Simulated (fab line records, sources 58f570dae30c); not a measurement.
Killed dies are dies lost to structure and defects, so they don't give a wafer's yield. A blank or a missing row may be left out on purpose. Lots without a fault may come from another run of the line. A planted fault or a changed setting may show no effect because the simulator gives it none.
fab line records | flow berkeley_cmos170
record lots=14 wafers=42 last_day=12
route steps=331 shown NWELL@28
lots that met no fault: from a run of the same line without faults
start_h: hours from the record's first day to the start of the lot's first wafer shown | wait_h: hours since the lot's step before | " the same as in the row above | L1.1+2: a row that stands for several wafers | - no value, or no start given | * or withheld: withheld | < > ~ a bound
route shown NAME@n: a module of which the file shows steps, and the number in the route of the first | usual: mean/standard deviation of fault-free wafers | same: alike in all rows | chamber/n: place in a boat | sites: the reading at each site | _std_site: their standard deviation | _edge_site: outer sites' mean less inner sites' | radius_mm: how far each site lies from the wafer's centre | mask NAME#n: copy n | behind: the tool/chamber that last shaped the wafer | hold: why the lot was held/for how many hours/how that ended | device: the transistor (n, p or np) that didn't switch | end of line: the same wafers' tests at the end of the route | a step without rows: its recipe alone | killed: dies lost to structure and defects at the first sort, not the wafer's yield | map: a wafer's dies, x killed, . not, _ none there
set.NAME: the setting as run; set.NAME@STEP: as run at that earlier step | model.NAME: the simulator's own value behind a step, which no gauge read
steps of the route over a sample of lots; a table a step, a row a wafer
services: from which hour (start_h, from the record's first day; less than 0 if before it) a tool's chamber was out of use, for how many hours, and why
## steps
# step UCB170_NWELL_IMPLANT_14
# recipe species=P dose_cm2=1e+13 energy_kev=150 tilt_deg=7
# usual dose_ions_cm2=1.0002e+13/1e+10 faraday_current_uA=31.7/0.6
# columns lot.wafer tool chamber start_h wait_h dose_ions_cm2 faraday_current_uA
L210.1 implanter-02 0 35.56 0.1 1.0017e+13 31.7
L210.3 " 0 " " 1.0006e+13 32.1
L210.4 " 0 " " 9.996e+12 31.3
L211.4 implanter-01 0 48.90 0.1 9.995e+12 31.7
L211.5 " 0 " " 9.998e+12 31.8
L211.6 " 0 " " 1.0009e+13 31.1
L214.1 implanter-04 0 59.24 0.1 9.998e+12 31.3
L214.5 " 0 " " 9.993e+12 32.2
L214.6 " 0 " " 1.0001e+13 32.0
L215.1 implanter-04 0 63.77 0.1 1.2999e+13 42.3
L215.3 " 0 " " 1.3008e+13 40.4
L215.4 " 0 " " 1.2998e+13 41.7
L216.3 implanter-01 0 72.12 0.1 1.0008e+13 30.9
L216.4 " 0 " " 1.0002e+13 32.6
L216.6 " 0 " " 1.0012e+13 31.9
L217.1 implanter-04 0 72.25 0.1 1.2995e+13 40.0
L217.5 " 0 " " 1.3002e+13 40.6
L217.6 " 0 " " 1.2995e+13 41.2
L218.2 implanter-02 0 79.82 0.1 1.0007e+13 32.4
L218.3 " 0 " " 1.0004e+13 32.0
L218.6 " 0 " " 9.987e+12 32.4
L225.3 implanter-01 0 106.91 0.1 1.0002e+13 31.7
L225.5 " 0 " " 9.989e+12 31.6
L225.6 " 0 " " 1.0014e+13 32.1
L227.1 implanter-01 0 116.60 0.1 1.0005e+13 31.7
L227.2 " 0 " " 1.0011e+13 32.1
L227.3 " 0 " " 1.0007e+13 31.7
L228.1 implanter-01 0 124.15 0.1 9.985e+12 32.3
L228.2 " 0 " " 9.996e+12 31.3
L228.6 " 0 " " 1.0006e+13 31.6
L229.3 implanter-02 0 133.32 0.1 1.0002e+13 31.8
L229.4 " 0 " " 1.0005e+13 31.8
L229.5 " 0 " " 1.0019e+13 32.1
L230.1 implanter-04 0 133.72 0.1 1.0004e+13 31.4
L230.3 " 0 " " 1.0004e+13 32.3
L230.5 " 0 " " 1.0013e+13 31.1
L231.3 implanter-02 0 144.90 0.1 9.996e+12 32.8
L231.4 " 0 " " 1.0005e+13 32.9
L231.5 " 0 " " 9.996e+12 30.9
L232.3 implanter-04 0 146.91 0.1 1.0006e+13 31.5
L232.4 " 0 " " 9.996e+12 31.1
L232.6 " 0 " " 1.0009e+13 33.1
# step UCB170_NWELL_TW_MEAS_16
# usual NWELL_TW=1248/12
# columns lot.wafer tool chamber start_h wait_h NWELL_TW
L210.1 film_metro-02 - 35.81 0.1 1234
L210.3 " - " " 1230
L210.4 " - " " 1243
L211.4 film_metro-04 - 49.11 0.1 1256
L211.5 " - " " 1250
L211.6 " - " " 1250
L214.1 film_metro-04 - 59.49 0.1 1255
L214.5 " - " " 1245
L214.6 " - " " 1254
L215.1 film_metro-01 - 64.02 0.1 1367
L215.3 " - " " 1370
L215.4 " - " " 1366
L216.3 film_metro-02 - 72.34 0.1 1239
L216.4 " - " " 1231
L216.6 " - " " 1235
L217.1 film_metro-04 - 72.50 0.1 1365
L217.5 " - " " 1368
L217.6 " - " " 1366
L218.2 film_metro-04 - 80.05 0.1 1249
L218.3 " - " " 1261
L218.6 " - " " 1258
L225.3 film_metro-02 - 107.13 0.1 1245
L225.5 " - " " 1244
L225.6 " - " " 1238
L227.1 film_metro-04 - 116.85 0.1 1241
L227.2 " - " " 1242
L227.3 " - " " 1244
L228.1 film_metro-02 - 124.40 0.1 1229
L228.2 " - " " 1228
L228.6 " - " " 1239
L229.3 film_metro-02 - 133.54 0.1 1241
L229.4 " - " " 1234
L229.5 " - " " 1234
L230.1 film_metro-01 - 133.97 0.1 1279
L230.3 " - " " 1277
L230.5 " - " " 1272
L231.3 film_metro-01 - 145.12 0.1 1267
L231.4 " - " " 1276
L231.5 " - " " 1267
L232.3 film_metro-04 - 147.13 0.1 1251
L232.4 " - " " 1259
L232.6 " - " " 1242
## services
# columns tool chamber start_h hours kind
implanter-01 - 17.48 0.6 repair
implanter-01 - 40.03 3.4 repair
## key
first_sign step=UCB170_NWELL_IMPLANT_14 reading=dose_ions_cm2 direction=up sigmas=99+ usual=1.0002e+13 struck=1.2999e+13
effect step=UCB170_NWELL_IMPLANT_14 reading=faraday_current_uA direction=up sigmas=15 usual=31.7 struck=41.0
effect step=UCB170_NWELL_TW_MEAS_16 reading=NWELL_TW direction=up sigmas=9.7 usual=1248 struck=1367
met_at UCB170_NWELL_IMPLANT_14
struck_lots L215,L217
tester_left_out L215,L217
onset_between 59.24 63.77
fault kind=process_parameter_drift tool=implanter-04 chamber=- onset_h=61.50 steps=UCB170_NWELL_IMPLANT_14 channel=dose_cm2 offset=3e+12 shape=step end_h=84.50 acts_in=these_recipes_only stated=1e+13
# tester_left_out: of these lots the tester's yield and bins aren't shown, on N5 and GAA mostly nor the transistor test; their killed dies are dies lost to structure and defects alone, not to doping, threshold or leakage, so they don't give the yield
